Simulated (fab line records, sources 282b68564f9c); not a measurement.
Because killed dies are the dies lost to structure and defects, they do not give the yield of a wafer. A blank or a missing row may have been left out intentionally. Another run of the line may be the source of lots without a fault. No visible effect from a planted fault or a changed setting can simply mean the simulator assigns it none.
fab line records	flow rit-cmos
[record] lots = 14	wafers = 42	last-day = 8
route steps=202 shown M1@196
lots that met no fault: from a run of the same line without faults
start-h: hours from the record's opening day to when the first of the lot's shown wafers began	wait-h: hours from the lot's prior step to this one	" unchanged from the row above	L1.1+2: a row that stands for several wafers	- no value, or no start given	* or withheld: withheld	< > ~ a bound
route shown NAME@n: a module of which the file shows steps, and the number in the route of the first	usual: the fault-free wafers' mean and standard deviation	same: alike in all rows	chamber/n: place in a boat	sites: readings site by site	_std_site: their standard deviation	_edge_site: the outer-site mean with the inner-site mean subtracted	radius-mm: how far each site lies from the wafer's centre	mask NAME#n: copy n	behind: the last tool/chamber to shape the wafer	hold: the reason the lot was held/the length of the hold in hours/how it ended	device: transistor that didn't switch, given as n, p or np	end of line: the tests these same wafers got at the end of their route	for a step that has no rows: nothing shown but its recipe	killed: dies that structure and defects cost at the first sort, which is not the same as the wafer's yield	map: per-die view of a wafer (x killed, . not killed, _ where there is no die)
set.NAME: the setting that was run; set.NAME@STEP: the one run at that earlier step	model.NAME: the simulator's own value behind a step, which no gauge read
the route's steps for a sample of lots (tables are steps, rows are wafers)
services: when a tool's chamber went out of use (start-h, in hours from the record's first day, below 0 if earlier), for how many hours, and the reason
[[steps]]
[step RIT_M1_METAL_ETCH_12]
[recipe] stop-on = SiO2	chemistry = Cl2/BCl3	target = Al	time-s = 165	over-etch-frac = 0.5	pressure-mtorr = 100	target-depth-a = 6000	rf-w = 254.6	Cl2_flow_sccm = 60	bcl3-flow-sccm = 50
[usual] drypump-motor-current-A = 5.5/0.51	oes-product-au = 0.792/0.014	over-etch-frac = 0.5/0	throttle-valve-pct = 8.22/0.16
lot.wafer	tool	chamber	start-h	wait-h	drypump-motor-current-A	oes-product-au	over-etch-frac	rf-hours-counter-h	throttle-valve-pct
L611.4	rie-metal-01	0	61.67	0.1	5.5	0.790	0.5	-	8.46
L611.5	"	1	"	"	5.1	0.807	0.5	-	8.04
L611.6	"	0	"	"	5.5	0.789	0.5	-	8.46
L612.1	rie-metal-03	1	68.89	0.2	5.0	0.811	0.5	37	8.37
L612.5	"	0	"	"	5.8	0.813	0.5	-	8.15
L612.6	"	1	"	"	5.0	0.809	0.5	-	8.37
L613.2	rie-metal-04	0	75.09	0.2	5.1	0.787	0.5	2	8.05
L613.4	"	1	"	"	6.4	0.784	0.5	-	8.17
L613.6	"	1	"	"	6.4	0.779	0.5	-	8.16
L614.2	rie-metal-01	0	80.72	0.2	5.5	0.778	0.5	4	8.46
L614.3	"	0	"	"	5.5	0.784	0.5	-	8.46
L614.4	"	1	"	"	5.1	0.791	0.5	-	8.05
L616.1	rie-metal-04	0	90.38	0.2	5.1	0.784	0.5	3	8.05
L616.2	"	1	"	"	6.4	0.770	0.5	3	8.17
L616.4	"	0	"	"	5.1	0.785	0.5	-	8.04
L617.1	rie-metal-01	0	95.63	0.2	5.5	0.789	0.5	5	8.47
L617.2	"	0	"	"	5.5	0.785	0.5	-	8.46
L617.6	"	0	"	"	5.5	0.792	0.5	-	8.45
L621.1	rie-metal-03	0	116.48	0.2	5.8	0.805	0.5	38	8.16
L621.2	"	1	"	"	5.0	0.817	0.5	37	8.38
L621.6	"	1	"	"	5.0	0.812	0.5	-	8.36
L623.1	rie-metal-01	1	124.17	0.2	5.1	0.794	0.5	4	8.04
L623.2	"	0	"	"	5.5	0.833	0.371	5	8.47
L623.5	"	1	"	"	5.1	0.789	0.5	-	8.04
L624.1	rie-metal-03	0	126.60	0.2	5.8	0.804	0.5	39	8.16
L624.4	"	1	"	"	5.0	0.806	0.5	-	8.37
L624.6	"	1	"	"	5.0	0.812	0.5	-	8.38
L626.1	rie-metal-01	0	137.28	0.2	5.5	0.836	0.371	5	8.47
L626.2	"	0	"	"	5.5	0.828	0.371	-	8.46
L626.4	"	0	"	"	5.5	0.831	0.371	-	8.46
L629.1	rie-metal-03	1	157.83	0.2	5.0	0.811	0.5	0	8.38
L629.5	"	0	"	"	5.8	0.801	0.5	-	8.17
L629.6	"	1	"	"	5.0	0.811	0.5	-	8.37
L630.1	rie-metal-04	0	161.14	0.2	5.1	0.785	0.5	3	8.05
L630.2	"	1	"	"	6.4	0.775	0.5	4	8.15
L630.6	"	1	"	"	6.4	0.773	0.5	-	8.17
L632.1	rie-metal-03	1	171.03	0.2	5.0	0.808	0.5	0	8.40
L632.3	"	1	"	"	5.0	0.819	0.5	-	8.37
L632.5	"	0	"	"	5.8	0.803	0.5	-	8.16
L633.1	rie-metal-04	0	179.69	0.2	5.1	0.770	0.5	4	8.05
L633.3	"	1	"	"	6.4	0.766	0.5	-	8.16
L633.4	"	0	"	"	5.1	0.781	0.5	-	8.05
[step RIT_M1_PROBE_99]
[usual] defect-limited-yield = 97.3/1.3	killed-at-contacts = 0.1/0.3	killed-at-front-end = 7/3.4	killed-dies = 7/3.4	killed-open = 3.6/2.1	killed-short = 3.5/2.1	sort_bin_3_pad_short = 0.1/0.27	sort_bin_5_function = 1.5/0.75	sort_bin_6_memory = 1.0/0.75	sort-n-pass = 257/3.4	sort-yield-pct = 97.3/1.3
[same] gross-dies = 264	killed_at_M0_to_M3 = 0	killed_at_M4_up = 0	killed-at-back-side = 0	killed-at-other = 0
lot.wafer	tool	chamber	start-h	wait-h	defect-limited-yield[%]	killed-at-contacts	killed-at-front-end	killed-dies	killed-open	killed-short	sort_bin_3_pad_short[%]	sort_bin_5_function[%]	sort_bin_6_memory[%]	sort-n-pass	sort-yield-pct[%]
L611.4	prober-02	-	64.02	0.2	97.3	0	7	7	3	4	0.4	1.5	0.8	257	97.3
L611.5	prober-02	-	64.07	0.2	96.6	0	9	9	5	4	0	1.9	1.5	255	96.6
L611.6	prober-02	-	64.12	0.2	97.0	0	8	8	2	6	0.4	1.9	0.8	256	97.0
L612.1	prober-01	-	71.14	0.1	98.5	0	4	4	3	1	0	1.1	0.4	260	98.5
L612.5	prober-01	-	71.34	0.2	97.7	0	6	6	4	2	0	1.5	0.8	258	97.7
L612.6	prober-01	-	71.39	0.2	98.1	0	5	5	4	1	0	0.4	1.5	259	98.1
L613.2	prober-02	-	77.39	0.1	98.1	0	5	5	4	1	0	1.5	0.4	259	98.1
L613.4	prober-02	-	77.49	0.2	98.5	0	4	4	2	2	0	0.8	0.8	260	98.5
L613.6	prober-02	-	77.59	0.2	98.1	0	5	5	1	4	1.1	0.4	0.4	259	98.1
L614.2	prober-01	-	83.04	0.1	96.2	0	10	10	4	6	0	1.5	2.3	254	96.2
L614.3	prober-01	-	83.09	0.2	98.9	0	3	3	2	1	0	0.8	0.4	261	98.9
L614.4	prober-01	-	83.14	0.2	98.1	0	5	5	3	2	0	1.9	0	259	98.1
L616.1	prober-01	-	92.65	0.1	92.8	0	19	19	13	6	0.4	2.7	4.2	245	92.8
L616.2	prober-01	-	92.70	0.1	92.4	1	19	20	9	11	1.5	3.4	2.7	244	92.4
L616.4	prober-01	-	92.80	0.2	94.7	0	14	14	7	7	0.8	1.9	2.7	250	94.7
L617.1	prober-02	-	98.04	0.1	97.0	0	8	8	2	6	0	1.5	1.5	256	97.0
L617.2	prober-02	-	98.09	0.1	97.7	0	6	6	4	2	0	1.5	0.8	258	97.7
L617.6	prober-02	-	98.29	0.2	96.2	0	10	10	3	7	0	2.3	1.5	254	96.2
L621.1	prober-02	-	118.73	0.1	97.3	0	7	7	4	3	0	1.5	1.1	257	97.3
L621.2	prober-02	-	118.78	0.1	96.6	0	9	9	5	4	0	1.9	1.5	255	96.6
L621.6	prober-02	-	118.98	0.2	95.8	0	11	11	6	5	0	1.5	2.7	253	95.8
L623.1	prober-02	-	126.44	0.1	97.0	0	8	8	4	4	0	1.9	1.1	256	97.0
L623.2	prober-02	-	126.49	0.1	97.7	0	6	6	4	2	0	1.5	0.8	258	97.7
L623.5	prober-02	-	126.64	0.2	98.5	0	4	4	3	1	0	0.4	1.1	260	98.5
L624.1	prober-01	-	128.87	0.1	95.5	0	12	12	5	7	0.4	1.9	2.3	252	95.5
L624.4	prober-01	-	129.02	0.2	92.0	1	20	21	10	11	0.8	4.2	3.0	243	92.0
L624.6	prober-01	-	129.12	0.2	95.5	0	12	12	6	6	0	2.3	2.3	252	95.5
L626.1	prober-01	-	139.74	0.1	96.2	0	10	10	7	3	0	1.5	2.3	254	96.2
L626.2	prober-01	-	139.79	0.1	98.9	0	3	3	1	2	0.4	0.4	0.4	261	98.9
L626.4	prober-01	-	139.89	0.2	96.2	1	9	10	5	5	0	2.7	1.1	254	96.2
L629.1	prober-02	-	160.08	0.1	97.7	0	6	6	2	4	0	1.1	1.1	258	97.7
L629.5	prober-02	-	160.28	0.2	96.6	1	8	9	4	5	0	1.9	1.5	255	96.6
L629.6	prober-02	-	160.33	0.2	95.5	0	12	12	7	5	0.8	2.7	1.1	252	95.5
L630.1	prober-01	-	163.39	0.1	98.1	0	5	5	3	2	0	1.9	0	259	98.1
L630.2	prober-01	-	163.44	0.1	97.7	0	6	6	2	4	0	1.5	0.8	258	97.7
L630.6	prober-01	-	163.64	0.2	97.7	0	6	6	3	3	0	1.5	0.8	258	97.7
L632.1	prober-02	-	173.28	0.1	97.7	1	5	6	1	5	0.4	1.5	0.4	258	97.7
L632.3	prober-02	-	173.38	0.2	97.3	0	7	7	6	1	0	1.5	1.1	257	97.3
L632.5	prober-02	-	173.48	0.2	96.2	0	10	10	6	4	0	1.9	1.9	254	96.2
L633.1	prober-01	-	181.95	0.1	96.2	0	10	10	7	3	0	1.5	2.3	254	96.2
L633.3	prober-01	-	182.05	0.2	95.8	0	11	11	6	5	0	2.3	1.9	253	95.8
L633.4	prober-01	-	182.10	0.2	95.8	0	11	11	4	7	0	2.3	1.9	253	95.8
// killed by level:class
L611.4 GATE:geometric-particle:short=4 FOX1:geometric-particle:open=1 FOX2:geometric-particle:open=1 GATE:geometric-particle:open=1
L611.5 GATE:geometric-particle:open=3 GATE:geometric-particle:short=2 FOX2:geometric-particle:open=1 REOX:geometric-particle:short=1 SPACER:geometric-particle:short=1 SPACER:geometric-particle:open=1
L611.6 GATE:geometric-particle:short=4 GATE:geometric-particle:open=2 SPACER:geometric-particle:short=1 SILICIDE:geometric-particle:short=1
L612.1 GATE:geometric-particle:open=3 GATE:geometric-particle:short=1
L612.5 GATE:geometric-particle:open=2 FOX1:geometric-particle:open=1 GATE:geometric-particle:short=1 SILICIDE:geometric-particle:short=1 SILICIDE:geometric-particle:open=1
L612.6 FOX1:geometric-particle:open=1 GATE:geometric-particle:open=1 GATE:geometric-particle:short=1 SPACER:geometric-particle:open=1 SILICIDE:geometric-particle:open=1
L613.2 FOX1:geometric-particle:open=2 GATE:geometric-particle:open=2 GATE:geometric-particle:short=1
L613.4 FOX1:geometric-particle:short=1 GATE:geometric-particle:open=1 SILICIDE:geometric-particle:short=1 SILICIDE:geometric-particle:open=1
L613.6 FOX1:geometric-particle:short=2 GATE:geometric-particle:open=1 SPACER:geometric-particle:short=1 SILICIDE:geometric-particle:short=1
L614.2 FOX1:geometric-particle:short=2 GATE:geometric-particle:short=2 ACTIVE:geometric-particle:open=1 FOX1:geometric-particle:open=1 GATE:geometric-particle:open=1 REOX:geometric-particle:short=1 REOX:geometric-particle:open=1 SPACER:geometric-particle:short=1
L614.3 GATE:geometric-particle:short=1 GATE:geometric-particle:open=1 SPACER:geometric-particle:open=1
L614.4 REOX:geometric-particle:open=2 FOX1:geometric-particle:open=1 GATE:geometric-particle:short=1 REOX:geometric-particle:short=1
L616.1 GATE:geometric-particle:open=4 SILICIDE:geometric-particle:open=4 GATE:geometric-particle:short=3 REOX:geometric-particle:short=3 FOX2:geometric-particle:open=2 FOX1:geometric-particle:open=1 REOX:geometric-particle:open=1 SPACER:geometric-particle:open=1
L616.2 REOX:geometric-particle:open=6 GATE:geometric-particle:short=3 FOX1:geometric-particle:short=2 FOX2:geometric-particle:short=2 REOX:geometric-particle:short=2 FOX2:geometric-particle:open=1 SILICIDE:geometric-particle:open=1 GATE:geometric-particle:open=1
L616.4 FOX1:geometric-particle:short=4 REOX:geometric-particle:open=3 FOX1:geometric-particle:open=1 FOX2:geometric-particle:open=1 GATE:geometric-particle:short=1 GATE:geometric-particle:open=1 SPACER:geometric-particle:short=1 SILICIDE:geometric-particle:open=1
L617.1 FOX1:geometric-particle:short=3 GATE:geometric-particle:short=2 GATE:geometric-particle:open=1 REOX:geometric-particle:open=1 REOX:geometric-particle:short=1
L617.2 SPACER:geometric-particle:open=2 FOX1:geometric-particle:open=1 FOX1:geometric-particle:short=1 FOX2:geometric-particle:open=1 SPACER:geometric-particle:short=1
L617.6 GATE:geometric-particle:short=3 FOX1:geometric-particle:short=2 REOX:geometric-particle:short=2 REOX:geometric-particle:open=2 GATE:geometric-particle:open=1
L621.1 GATE:geometric-particle:open=3 GATE:geometric-particle:short=1 REOX:geometric-particle:open=1 SPACER:geometric-particle:short=1 SILICIDE:geometric-particle:short=1
L621.2 GATE:geometric-particle:open=3 GATE:geometric-particle:short=2 FOX1:geometric-particle:short=1 REOX:geometric-particle:open=1 SPACER:geometric-particle:open=1 SILICIDE:geometric-particle:short=1
L621.6 GATE:geometric-particle:short=4 GATE:geometric-particle:open=2 SPACER:geometric-particle:open=2 FOX1:geometric-particle:open=1 REOX:geometric-particle:short=1 REOX:geometric-particle:open=1
L623.1 GATE:geometric-particle:short=3 FOX1:geometric-particle:open=1 GATE:geometric-particle:open=1 REOX:geometric-particle:short=1 REOX:geometric-particle:open=1 SILICIDE:geometric-particle:open=1
L623.2 GATE:geometric-particle:short=2 SILICIDE:geometric-particle:open=2 FOX2:geometric-particle:open=1 GATE:geometric-particle:open=1
L623.5 GATE:geometric-particle:open=2 GATE:geometric-particle:short=1 REOX:geometric-particle:open=1
L624.1 SILICIDE:geometric-particle:short=5 GATE:geometric-particle:open=3 FOX1:geometric-particle:short=1 REOX:geometric-particle:open=1 SPACER:geometric-particle:short=1 SILICIDE:geometric-particle:open=1
L624.4 GATE:geometric-particle:open=6 GATE:geometric-particle:short=4 SPACER:geometric-particle:short=4 FOX1:geometric-particle:short=2 FOX1:geometric-particle:open=2 SILICIDE:geometric-particle:open=2 CONTACT:geometric-particle:short=1
L624.6 REOX:geometric-particle:open=3 GATE:geometric-particle:short=2 REOX:geometric-particle:short=2 SILICIDE:geometric-particle:short=2 FOX1:geometric-particle:open=1 GATE:geometric-particle:open=1 SPACER:geometric-particle:open=1
L626.1 GATE:geometric-particle:open=5 GATE:geometric-particle:short=3 SPACER:geometric-particle:open=1 SILICIDE:geometric-particle:open=1
L626.2 FOX1:geometric-particle:short=1 FOX2:geometric-particle:short=1 FOX2:geometric-particle:open=1
L626.4 GATE:geometric-particle:open=3 FOX2:geometric-particle:short=2 FOX1:geometric-particle:short=1 FOX1:geometric-particle:open=1 GATE:geometric-particle:short=1 SILICIDE:geometric-particle:open=1 CONTACT:geometric-particle:short=1
L629.1 FOX2:geometric-particle:short=3 GATE:geometric-particle:short=1 GATE:geometric-particle:open=1 REOX:geometric-particle:open=1
L629.5 GATE:geometric-particle:open=2 SILICIDE:geometric-particle:short=2 GATE:geometric-particle:short=1 REOX:geometric-particle:short=1 REOX:geometric-particle:open=1 SILICIDE:geometric-particle:open=1 CONTACT:geometric-particle:short=1
L629.6 FOX2:geometric-particle:open=2 GATE:geometric-particle:short=2 GATE:geometric-particle:open=2 SILICIDE:geometric-particle:short=2 SILICIDE:geometric-particle:open=2 FOX1:geometric-particle:short=1 SPACER:geometric-particle:open=1
L630.1 FOX1:geometric-particle:open=1 GATE:geometric-particle:short=1 GATE:geometric-particle:open=1 REOX:geometric-particle:short=1 SILICIDE:geometric-particle:open=1
L630.2 GATE:geometric-particle:short=2 SILICIDE:geometric-particle:short=2 SILICIDE:geometric-particle:open=2
L630.6 GATE:geometric-particle:short=2 FOX1:geometric-particle:open=1 FOX2:geometric-particle:open=1 GATE:geometric-particle:open=1 SILICIDE:geometric-particle:short=1
L632.1 GATE:geometric-particle:short=3 GATE:geometric-particle:open=1 SPACER:geometric-particle:short=1 CONTACT:geometric-particle:short=1
L632.3 GATE:geometric-particle:open=3 SPACER:geometric-particle:open=2 FOX1:geometric-particle:open=1 GATE:geometric-particle:short=1
L632.5 GATE:geometric-particle:open=3 GATE:geometric-particle:short=3 REOX:geometric-particle:open=2 SILICIDE:geometric-particle:open=1 SILICIDE:geometric-particle:short=1
L633.1 FOX1:geometric-particle:open=3 FOX2:geometric-particle:open=2 SPACER:geometric-particle:open=2 SPACER:geometric-particle:short=2 GATE:geometric-particle:short=1
L633.3 GATE:geometric-particle:short=3 GATE:geometric-particle:open=3 SILICIDE:geometric-particle:short=2 SILICIDE:geometric-particle:open=2 FOX1:geometric-particle:open=1
L633.4 GATE:geometric-particle:open=3 GATE:geometric-particle:short=3 FOX1:geometric-particle:short=2 FOX1:geometric-particle:open=1 FOX2:geometric-particle:short=1 SILICIDE:geometric-particle:short=1
[[services]]
tool	chamber	start-h	hours	kind
rie-metal-01	1	91.03	14.5	repair
rie-metal-04	-	112.26	0.3	repair
rie-metal-01	1	135.89	16.4	repair
rie-metal-03	-	136.12	20.0	pm
rie-metal-03	0	136.12	20.0	vent-cycle
rie-metal-03	1	136.12	20.0	vent-cycle
rie-metal-03	0	156.12	-	clean
rie-metal-03	1	156.12	-	clean
rie-metal-01	-	159.21	4.3	pm
[[key]]
[first-sign] step = RIT_M1_METAL_ETCH_12	reading = over-etch-frac	direction = down	sigmas = 99+	usual = 0.5	struck = 0.371
[effect] step = RIT_M1_METAL_ETCH_12	reading = oes-product-au	direction = up	sigmas = 2.8	usual = 0.792	struck = 0.832
met-at RIT_M1_METAL_ETCH_12
struck-lots L623,L626
struck-wafers L623.2,L626.1,L626.2,L626.4
onset-between 95.63 124.17
[fault] kind = process-parameter-drift	tool = rie-metal-01	chamber = 0	onset-h = 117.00	steps = RIT_M1_METAL_ETCH_12	channel = over-etch-frac	offset = -0.129	shape = step	end-h = 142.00	stated = 0.5
